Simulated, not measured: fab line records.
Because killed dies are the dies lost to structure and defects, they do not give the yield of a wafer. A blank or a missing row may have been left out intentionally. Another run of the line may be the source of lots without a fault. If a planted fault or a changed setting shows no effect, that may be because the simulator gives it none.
Which of the tools did it? ; flow rit_cmos ; 14 lots, 42 wafers sampled, at 2 steps of a route of 202

== WHAT EACH GAUGE READ, for each wafer ==
RIT_NWELL_OVL_MEAS_06.
lot;measured;on;NWELL_OVL (nm)
L283;day 1 20:24;overlay-02;0.9 0.8 0.5
L285;day 2 06:20;overlay-01;-1.4 -1.0 -2.1
L289;day 3 02:28;overlay-02;2.3 2.5 2.7
L292;day 4 01:27;overlay-02;0.3 1.2 1.5
L295;day 4 09:15;overlay-01;1.2 1.4 -0.2
L297;day 4 18:31;overlay-02;-0.8 -2.0 -1.2
L298;day 5 01:26;overlay-02;1.9 0.7 1.8
L299;day 5 04:17;overlay-01;2.5 4.0 1.9
L300;day 5 10:21;overlay-02;2.0 1.7 2.4
L301;day 5 15:42;overlay-02;0.9 0.3 -0.4
L302;day 5 21:47;overlay-01;2.2 1.4 1.4
L304;day 6 06:40;overlay-01;-0.1 -0.5 1.3
L305;day 6 11:42;overlay-02;1.0 1.8 1.2
L306;day 6 16:19;overlay-01;1.8 -0.1 1.4

RIT_NWELL_TW_MEAS_10.
lot;measured;on;NWELL_TW
L283;day 1 21:01;film_metro-04;2166 2177 2175
L285;day 2 06:56;film_metro-01;2118 2110 2111
L289;day 3 03:05;film_metro-01;2123 2125 2119
L292;day 4 02:04;film_metro-04;2150 2159 2165
L295;day 4 09:52;film_metro-01;2135 2128 2129
L297;day 4 19:08;film_metro-04;2157 2163 2155
L298;day 5 02:08;film_metro-03;2191 2194 2189
L299;day 5 04:54;film_metro-04;2145 2163 2159
L300;day 5 10:58;film_metro-04;2157 2165 2159
L301;day 5 16:19;film_metro-04;2144 2149 2152
L302;day 5 22:24;film_metro-04;2159 2171 2158
L304;day 6 07:17;film_metro-03;2191 2198 2192
L305;day 6 12:19;film_metro-04;2147 2162 2151
L306;day 6 16:56;film_metro-04;2159 2170 2163

== WHICH TOOL RAN EACH LOT (tool, then ch and the chambers of the sampled wafers, then the start) ==
The record shows no process step preceding these readings.

== WHAT THE TOOLS THEMSELVES READ (means of the sampled wafers that have a number; where no wafer has one, the mark that the record gives instead) ==
The record holds no such reading with a usual standard deviation.

== THE ANSWER, worked out from the rows above alone ==
Rule: what is usual is taken from the lots themselves. Put in order of their means at a reading, lots are off if they are a third of the lots or fewer, leave a main group of 4 or more, and stand apart from it by a gap of 3 or more times the standard deviation of the main group's means; of several such gaps the widest counts. If all means in a main group match to the digits the tables above print for the reading, that group is not used. A lot without any number at a reading at which 4 lots or more have one is off too. All remaining lots with rows at the step are treated as sound. Order of review: gauges by route order, followed by the tools' own readings, for which a lot's mean as printed above is used. At the first step where some lot is off, the reading lying furthest off is the one used; lots without a number count as furthest.
No lot is off on any of the readings shown, so nothing can be concluded from this.

== WHAT THE SIMULATOR HAD PUT IN ==
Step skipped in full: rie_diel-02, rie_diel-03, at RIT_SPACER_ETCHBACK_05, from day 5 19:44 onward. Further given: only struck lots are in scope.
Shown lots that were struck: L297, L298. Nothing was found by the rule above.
